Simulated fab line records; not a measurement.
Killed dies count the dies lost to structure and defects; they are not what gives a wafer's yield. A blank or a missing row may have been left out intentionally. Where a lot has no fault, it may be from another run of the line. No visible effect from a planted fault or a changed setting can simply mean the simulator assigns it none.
fab line records	flow berkeley_cmos170
record lots=14	wafers=42	last_day=11
route steps=331 shown NWELL@25 SDANNEAL@204 SILICIDE@212
lots with no fault: from the same line, run without faults
start_h: the number of hours between the record's first day and the start of the first shown wafer of the lot	wait_h: hours since the lot's step before	" repeats the value in the row above	L1.1+2: several wafers, shown together as one row	- value missing, or start not given	* or withheld: withheld	< > ~ a bound
route shown NAME@n: names a module that has steps shown in the file, with the first one's number in the route	usual: mean/standard deviation taken from wafers without a fault	same: alike in all rows	chamber/n: place in a boat	sites: the reading at each site	_std_site: their standard deviation	_edge_site: mean of outer sites minus mean of inner sites	radius_mm: for every site, how far away it sits from the centre of the wafer	mask NAME#n: copy n	behind: the last tool/chamber to shape the wafer	hold: cause of the lot's hold/its duration in hours/its outcome	device: the n, p or np transistor that did not switch	end of line: the route-end tests of the same wafers	a step without rows: its recipe alone	killed: dies that structure and defects cost at the first sort, which is not the same as the wafer's yield	map: dies across one wafer; x = killed, . = not, _ = none there
set.NAME: the run value of the setting; set.NAME@STEP: its run value at that earlier step	model.NAME: the simulator's own value behind a step, which no gauge read
route steps across a sampled set of lots; one table per step, one row per wafer
services: the hour from which a tool's chamber was out of use, counted from the record's first day as start_h (under 0 if before that day), plus the number of hours and why
## steps
# step UCB170_NWELL_DEVELOP_11
# recipe developer=TMAH	develop_time_s=45	resist=KrF	dev_temp_c=21
# usual chill_plate_temp_C=22.97/0.1	develop_time_s=45/0
lot.wafer	tool	chamber	start_h	wait_h	chill_plate_temp_C	develop_time_s
L474.2	litho_track-03	0	41	-	23.19	45
L474.3	"	0	"	"	22.88	45
L474.4	"	0	"	"	22.93	45
L475.1	litho_track-04	0	41	-	23.00	45
L475.3	"	0	"	"	22.96	45
L475.6	"	0	"	"	23.02	45
L477.2	litho_track-03	0	53	-	22.79	45
L477.4	"	0	"	"	22.87	45
L477.6	"	0	"	"	22.79	45
L481.1	litho_track-03	0	66	-	22.88	45
L481.4	"	0	"	"	23.13	45
L481.5	"	0	"	"	22.99	45
L482.2	litho_track-03	0	70	-	23.10	45
L482.3	"	0	"	"	22.96	45
L482.4	"	0	"	"	23.00	45
L484.1	litho_track-03	0	79	-	22.88	45
L484.4	"	0	"	"	22.84	45
L484.6	"	0	"	"	22.78	45
L488.1	litho_track-02	-	107	-	-	-
L488.2	"	-	"	"	-	-
L488.6	"	-	"	"	-	-
L491.2	litho_track-04	0	114	-	22.89	45
L491.3	"	0	"	"	23.04	45
L491.5	"	0	"	"	22.85	45
L490.1	litho_track-02	0	114	-	23.13	45
L490.5	"	0	"	"	23.05	45
L490.6	"	0	"	"	23.16	45
L489.1	litho_track-02	-	114	-	-	-
L489.3	"	-	"	"	-	-
L489.4	"	-	"	"	-	-
L493.1	litho_track-04	0	129	-	23.08	45
L493.2	"	0	"	"	23.06	45
L493.4	"	0	"	"	23.04	45
L494.3	litho_track-04	0	129	-	22.88	45
L494.4	"	0	"	"	22.89	45
L494.6	"	0	"	"	23.01	45
L495.2	litho_track-03	0	136	-	22.86	45
L495.4	"	0	"	"	22.84	45
L495.6	"	0	"	"	22.87	45
L497.1	litho_track-04	0	143	-	23.00	45
L497.3	"	0	"	"	23.08	45
L497.4	"	0	"	"	23.06	45
# step UCB170_SDANNEAL_RTA_00
# recipe temp_c=900	time_s=10	ambient=N2
# usual lamp_power_pct=25.8/2	wafer_temp_C_max=905.4/1.7
lot.wafer	tool	chamber	start_h	wait_h	lamp_power_pct	wafer_temp_C_max
L474.2	rtp_anneal-02	0	152.83	0.0	27.9	904.1
L474.3	"	0	"	"	27.8	902.9
L474.4	"	0	"	"	27.8	904.5
L475.1	rtp_anneal-02	0	153.01	0.0	27.9	904.1
L475.3	"	0	"	"	27.8	904.0
L475.6	"	0	"	"	27.8	903.2
L477.2	rtp_anneal-01	0	167.15	0.0	23.8	907.9
L477.4	"	0	"	"	23.8	905.2
L477.6	"	0	"	"	23.8	906.1
L482.2	rtp_anneal-02	0	174.12	0.0	27.9	905.8
L482.3	"	0	"	"	27.8	904.2
L482.4	"	0	"	"	27.8	903.2
L481.1	rtp_anneal-01	0	174.13	0.0	23.7	907.4
L481.4	"	0	"	"	23.8	906.3
L481.5	"	0	"	"	23.8	906.4
L484.1	rtp_anneal-01	0	190.91	0.0	23.7	906.5
L484.4	"	0	"	"	23.7	908.1
L484.6	"	0	"	"	23.7	905.4
L490.1	rtp_anneal-02	0	214.48	0.0	27.9	904.9
L490.5	"	0	"	"	27.8	904.3
L490.6	"	0	"	"	27.9	904.6
L491.2	rtp_anneal-01	0	214.88	0.0	23.8	906.1
L491.3	"	0	"	"	23.7	906.7
L491.5	"	0	"	"	23.8	909.8
L493.1	rtp_anneal-02	0	239.71	0.0	27.9	903.6
L493.2	"	0	"	"	27.9	905.2
L493.4	"	0	"	"	27.8	904.3
L495.2	rtp_anneal-01	0	240.17	0.0	23.7	905.6
L495.4	"	0	"	"	23.8	905.8
L495.6	"	0	"	"	23.7	907.9
L494.3	rtp_anneal-01	0	240.63	0.0	23.7	906.9
L494.4	"	0	"	"	23.8	907.0
L494.6	"	0	"	"	23.7	905.5
L497.1	rtp_anneal-01	0	249.00	0.0	23.7	904.6
L497.3	"	0	"	"	23.8	904.0
L497.4	"	0	"	"	23.8	906.5
# step UCB170_SILICIDE_RS_MEAS_02
# recipe thk_meas_gauge=four-point-probe	reads=Ti_of_SILICIDE_SPUTTER_01
# usual SILICIDE_TI_RS=26.0/0.32
lot.wafer	tool	chamber	start_h	wait_h	SILICIDE_TI_RS[ohm/sq]
L474.2	film_metro-04	-	153.54	0.0	25.8
L474.3	"	-	"	"	26.0
L474.4	"	-	"	"	26.1
L475.1	film_metro-02	-	153.76	0.0	25.4
L475.3	"	-	"	"	25.0
L475.6	"	-	"	"	25.2
L477.2	film_metro-04	-	167.86	0.0	26.3
L477.4	"	-	"	"	26.0
L477.6	"	-	"	"	26.3
L482.2	film_metro-02	-	174.83	0.0	26.2
L482.3	"	-	"	"	26.0
L482.4	"	-	"	"	26.2
L481.1	film_metro-03	-	174.83	0.0	26.1
L481.4	"	-	"	"	26.6
L481.5	"	-	"	"	25.9
L484.1	film_metro-03	-	191.61	0.0	26.3
L484.4	"	-	"	"	26.4
L484.6	"	-	"	"	25.9
L490.1	film_metro-03	-	215.18	0.0	26.2
L490.5	"	-	"	"	25.9
L490.6	"	-	"	"	26.4
L491.2	film_metro-03	-	215.59	0.0	26.6
L491.3	"	-	"	"	26.6
L491.5	"	-	"	"	26.4
L493.1	film_metro-02	-	240.41	0.0	26.1
L493.2	"	-	"	"	25.8
L493.4	"	-	"	"	26.2
L495.2	film_metro-03	-	240.88	0.0	26.1
L495.4	"	-	"	"	26.0
L495.6	"	-	"	"	26.0
L494.3	film_metro-02	-	241.35	0.1	25.6
L494.4	"	-	"	"	25.8
L494.6	"	-	"	"	25.7
L497.1	film_metro-03	-	249.71	0.0	25.9
L497.3	"	-	"	"	25.9
L497.4	"	-	"	"	25.6
# step UCB170_SILICIDE_RTA_04
# recipe temp_c=650	time_s=15	ambient=N2
# usual lamp_power_pct=11.2/0.86	wafer_temp_C_max=653.6/1.2
lot.wafer	tool	chamber	start_h	wait_h	lamp_power_pct	wafer_temp_C_max
L474.2	rtp_anneal-02	0	153.72	0.1	11.9	652.8
L474.3	"	0	"	"	11.9	652.0
L474.4	"	0	"	"	12.0	652.5
L475.1	rtp_anneal-02	0	153.94	0.1	11.9	652.4
L475.3	"	0	"	"	11.9	653.6
L475.6	"	0	"	"	11.9	652.8
L477.2	rtp_anneal-01	0	168.03	0.1	10.2	654.5
L477.4	"	0	"	"	10.2	655.7
L477.6	"	0	"	"	10.2	655.2
L482.2	rtp_anneal-01	0	175.00	0.1	10.2	652.6
L482.3	"	0	"	"	10.2	655.2
L482.4	"	0	"	"	10.2	655.5
L481.1	rtp_anneal-02	0	175.01	0.1	11.9	652.4
L481.4	"	0	"	"	11.9	653.6
L481.5	"	0	"	"	11.9	651.8
L484.1	rtp_anneal-01	0	191.79	0.1	10.2	655.2
L484.4	"	0	"	"	10.2	655.0
L484.6	"	0	"	"	10.2	656.2
L490.1	rtp_anneal-01	0	215.36	0.1	10.2	654.1
L490.5	"	0	"	"	10.2	654.7
L490.6	"	0	"	"	10.2	654.4
L491.2	rtp_anneal-02	0	215.76	0.1	11.9	652.8
L491.3	"	0	"	"	11.9	652.6
L491.5	"	0	"	"	11.9	652.3
L493.1	rtp_anneal-02	0	240.59	0.1	11.9	652.6
L493.2	"	0	"	"	11.9	653.3
L493.4	"	0	"	"	12.0	653.3
L495.2	rtp_anneal-01	0	241.05	0.1	10.2	655.4
L495.4	"	0	"	"	10.2	653.6
L495.6	"	0	"	"	10.2	654.2
L494.3	rtp_anneal-02	0	241.51	0.1	11.9	652.4
L494.4	"	0	"	"	11.9	652.3
L494.6	"	0	"	"	11.9	652.8
L497.1	rtp_anneal-02	0	249.89	0.1	11.9	653.1
L497.3	"	0	"	"	11.9	653.2
L497.4	"	0	"	"	11.9	652.3
## services
tool	chamber	start_h	hours	kind
litho_track-04	-	26.07	-	consumable_replace:filter
## key
first_sign step=UCB170_NWELL_DEVELOP_11	reading=tool_record	direction=missing
effect none on later readings
met_at UCB170_NWELL_DEVELOP_11
struck_lots L488,L489
later_rows_left_out L488.1,L488.2,L488.6,L489.1,L489.3,L489.4
sort_left_out L488.1,L488.2,L488.6,L489.1,L489.3,L489.4
tester_left_out L488,L489
not_acting_at UCB170_SDANNEAL_RTA_00,UCB170_SILICIDE_RS_MEAS_02,UCB170_SILICIDE_RTA_04
fault kind=skipped_step_whole	tool=litho_track-02	chamber=-	onset_h=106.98	steps=UCB170_NWELL_DEVELOP_11	scope=struck_lots_only
# tester_left_out: of these lots the tester's yield and bins aren't shown, on N5 and GAA mostly nor the transistor test; their killed dies are dies lost to structure and defects alone, not to doping, threshold or leakage, so they don't give the yield
# sort_left_out: the simulated sort isn't trusted on such a fault, so these wafers' sort isn't shown, and their yield isn't known
# later_rows_left_out: the simulator's readings of these wafers behind a module that went badly wrong aren't trusted and aren't shown, but for the sort
